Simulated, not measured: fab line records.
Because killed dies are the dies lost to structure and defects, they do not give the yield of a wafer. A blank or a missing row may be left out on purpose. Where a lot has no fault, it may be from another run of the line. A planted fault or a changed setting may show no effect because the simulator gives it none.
2 desks, one fault	flow ritCmos	what lay behind the numbers comes last; until then each desk has only its own

THE TOOL OWNER'S DESK: furnace-04
The tool's own readings at RIT_FOX2_OXIDATION_00 (target thk 350.7 nm, ox time 1130 s): means of the sampled wafers that have a number, for each lot that ran on this tool. If a lot's mean is further than 4 standard deviations from the usual mean, the lot is out of limits and carries the mark OUT (the distance appears in the brackets).
Columns: A = spikeTcCentreC at RIT_FOX2_OXIDATION_00, usual 1102.4 C; B = spikeTcLoadC at RIT_FOX2_OXIDATION_00, usual 1130.5 C; C = spikeTcSourceC at RIT_FOX2_OXIDATION_00, usual 1130.6 C; D = tubeCenterTempC at RIT_FOX2_OXIDATION_00, usual 1100 C; E = tube_center_temp_C_max at RIT_FOX2_OXIDATION_00, usual 1102.9
lot	first seen here	A	B	C	D	E
L765	day 2 00:20	1100.8	1129.5	1131.8	1100	1102.8
L769	day 2 18:56	1076.0 (-18) OUT	1104.4 (-17) OUT	1106.5 (-13) OUT	1075 (-99 or more) OUT	1077.5 (-53) OUT
L771	day 3 05:02	1074.8 (-18) OUT	1104.0 (-18) OUT	1107.7 (-12) OUT	1075 (-99 or more) OUT	1078.3 (-51) OUT
L785	day 6 03:33	1102.3	1129.0	1133.2	1100	1102.5
L786	day 6 07:17	1101.5	1129.6	1131.3	1100	1103.1
L787	day 6 12:18	1100.4	1128.8	1131.6	1100	1102.6
This desk's finding: out of limits on L769, L771; first on L769, day 2 18:56 (spikeTcCentreC at RIT_FOX2_OXIDATION_00). L765, L785, L786, L787: within limits.

AT THE METROLOGY DESK
Means of the sampled wafers that have a number, per lot and without regard to the tool the lot ran on: this is what the gauges read. If a lot's mean is further than 4 standard deviations from the usual mean, the lot is out of limits and carries the mark OUT (the distance appears in the brackets).
Columns: A = FOX2_OXIDE_THK at RIT_FOX2_THK_MEAS_01, usual 354 nm; B = FIELD_OXIDE_LEFT_1_THK at RIT_FOX2_THK_MEAS_90, usual 327 nm; C = FIELD_OXIDE_LEFT_2_THK at RIT_FOX2_THK_MEAS_91, usual 259 nm
lot	first seen here	A	B	C
L764	day 1 18:26	353	326	258
L765	day 2 01:40	353	325	257
L766	day 2 07:49	353	326	258
L769	day 2 20:14	322 (-4.6) OUT	295 (-4.6) OUT	228 (-4.4) OUT
L771	day 3 06:21	318 (-5.1) OUT	291 (-5.2) OUT	223 (-5.0) OUT
L772	day 3 11:33	352	325	256
L778	day 4 17:16	345	318	249
L779	day 4 21:20	361	334	266
L780	day 5 03:49	351	324	255
L781	day 5 07:28	354	327	261
L784	day 5 22:56	340	312	245
L785	day 6 04:52	356	329	261
L786	day 6 08:36	359	331	264
L787	day 6 13:37	356	328	261
This desk's result: L769, L771 out of limits, first on L769 (FOX2_OXIDE_THK at RIT_FOX2_THK_MEAS_01), day 2 20:14. L764, L765, L766, L772, L778, L779, L780, L781, L784, L785, L786, L787: within limits.

PUT TOGETHER
On L769, L771, at day 2 18:56, an alarm was possible from the tool owner's desk.
The metrology desk could have raised an alarm at day 2 20:14, on L769, L771.
RIT_FOX2_OXIDATION_00 was run on furnace-04 by each of the lots named.

WHAT WAS PUT IN BY THE SIMULATOR
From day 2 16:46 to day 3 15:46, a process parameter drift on furnace-04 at RIT_FOX2_OXIDATION_00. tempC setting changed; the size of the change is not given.
Shown lots that were struck: L769, L771.
Counting hours from when the fault started, the first reading out of limits came at 2 for the tool owner's desk and at 3 for the metrology desk.
